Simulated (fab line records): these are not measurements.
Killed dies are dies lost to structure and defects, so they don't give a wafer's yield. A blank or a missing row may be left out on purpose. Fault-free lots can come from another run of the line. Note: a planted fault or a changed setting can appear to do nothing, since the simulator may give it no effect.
Which tool was responsible? | flow rit-cmos | Sampling: 13 lots, 39 wafers, 3 of 202 route steps

WHAT EACH GAUGE READ, for each wafer
RIT_M1_RS_MEAS_01: measurement is done with a four-point probe. Usual: M1_AL_RS 0.0740 ohm/sq, standard deviation 0.00075.
lot  | measured    | on            | M1_AL_RS (ohm/sq)    | flag
L191 | day 3 15:34 | film-metro-01 | 0.0747 0.0746 0.0747 |
L192 | day 3 20:04 | film-metro-02 | 0.0735 0.0748 0.0749 |
L193 | day 4 00:20 | film-metro-04 | 0.0730 0.0736 0.0737 |
L194 | day 4 05:16 | film-metro-04 | 0.0738 0.0725 0.0734 |
L196 | day 4 17:28 | film-metro-02 | 0.0751 0.0750 0.0746 |
L197 | day 4 21:37 | film-metro-04 | 0.0729 0.0750 0.0747 |
L198 | day 5 04:40 | film-metro-02 | 0.0742 0.0746 0.0743 |
L199 | day 5 05:03 | film-metro-02 | 0.0745 0.0739 0.0745 |
L207 | day 6 18:32 | film-metro-01 | 0.0672 0.0755 0.0664 | OFF
L209 | day 7 11:20 | film-metro-01 | 0.0746 0.0742 0.0746 |
L211 | day 8 08:07 | film-metro-01 | 0.0733 0.0740 0.0733 |
L213 | day 8 08:39 | film-metro-04 | 0.0739 0.0732 0.0739 |
L214 | day 8 15:30 | film-metro-01 | 0.0738 0.0744 0.0749 |

RIT_M1_THK_MEAS_02: measures by xrf. Usual: M1_AL_THK 404 nm, standard deviation 4.9.
lot  | measured    | on            | M1_AL_THK (nm) | flag
L191 | day 3 15:41 | film-metro-01 | 398 401 397    |
L192 | day 3 20:11 | film-metro-02 | 407 404 402    |
L193 | day 4 00:27 | film-metro-04 | 410 406 405    |
L194 | day 4 05:22 | film-metro-04 | 406 413 407    |
L196 | day 4 17:34 | film-metro-02 | 403 401 403    |
L197 | day 4 21:44 | film-metro-04 | 410 399 401    |
L198 | day 5 04:46 | film-metro-02 | 403 404 405    |
L199 | day 5 05:10 | film-metro-02 | 403 407 401    |
L207 | day 6 18:38 | film-metro-01 | 445 395 445    | OFF
L209 | day 7 11:27 | film-metro-01 | 399 402 399    |
L211 | day 8 08:13 | film-metro-01 | 403 401 403    |
L213 | day 8 08:44 | film-metro-04 | 403 406 404    |
L214 | day 8 15:37 | film-metro-01 | 403 396 393    |

EACH LOT AND THE TOOL THAT RAN IT (in order: tool; ch and the chambers of the sampled wafers; start)
lot  | RIT_M1_SPUTTER_00
L191 | pvd-sputter-04, day 3 15:16
L192 | pvd-sputter-01, day 3 19:46
L193 | pvd-sputter-04, day 4 00:02
L194 | pvd-sputter-01, day 4 04:57
L196 | pvd-sputter-04, day 4 17:09
L197 | pvd-sputter-01, day 4 21:20
L198 | pvd-sputter-04, day 5 04:21
L199 | pvd-sputter-04, day 5 04:44
L207 | pvd-sputter-04, day 6 18:11
L209 | pvd-sputter-01, day 7 11:02
L211 | pvd-sputter-01, day 8 07:47
L213 | pvd-sputter-03, day 8 08:18
L214 | pvd-sputter-01, day 8 15:11
- RIT_M1_SPUTTER_00: material Al, target thk 400 nm, time 500 s.

WHAT THE TOOLS THEMSELVES READ (means of the sampled wafers that have a number; where no wafer has one, the mark that the record gives instead)
RIT_M1_SPUTTER_00. Usual: throttle-valve-pct 29.8 %, standard deviation 0.87.
lot  | tool           | throttle-valve-pct (%) | flag
L191 | pvd-sputter-04 | 28.3                   |
L192 | pvd-sputter-01 | 30.0                   |
L193 | pvd-sputter-04 | 30.3                   |
L194 | pvd-sputter-01 | 30.3                   |
L196 | pvd-sputter-04 | 28.9                   |
L197 | pvd-sputter-01 | 30.2                   |
L198 | pvd-sputter-04 | 30.1                   |
L199 | pvd-sputter-04 | 28.7                   |
L207 | pvd-sputter-04 | 29.1                   |
L209 | pvd-sputter-01 | 30.5                   |
L211 | pvd-sputter-01 | 30.4                   |
L213 | pvd-sputter-03 | 29.7                   |
L214 | pvd-sputter-01 | 30.5                   |

THE ANSWER, worked out from the rows above alone
Rule: a lot counts as off when the mean over its wafers that have a number is more than 3 standard deviations away from the usual mean. A lot without any number at a reading at which 4 lots or more have one is off too. The other lots that the step has rows for count as sound. First the gauges in route order, then the tools' own readings, where a lot's mean is used as printed above. The first step at which some lot is off is used, and at that step the reading that is off furthest; a lot without a number counts as furthest.
Off: at RIT_M1_RS_MEAS_01 (M1_AL_RS), L207.
If a tool, at a process step before that reading, ran all the lots that are off and no sound lot after the first of them, it fits. Those tools and the gauges at RIT_M1_RS_MEAS_01 are tried in the same way. One fits: pvd-sputter-04 at RIT_M1_SPUTTER_00. A fault onset in the window from L199 (day 5 04:44, its last sound lot) to L207 (day 6 18:11, its first lot off) fits.

WHAT THE SIMULATOR HAD INSERTED
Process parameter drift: pvd-sputter-04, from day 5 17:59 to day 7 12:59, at RIT_M1_SPUTTER_00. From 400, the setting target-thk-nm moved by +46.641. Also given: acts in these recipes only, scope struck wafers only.
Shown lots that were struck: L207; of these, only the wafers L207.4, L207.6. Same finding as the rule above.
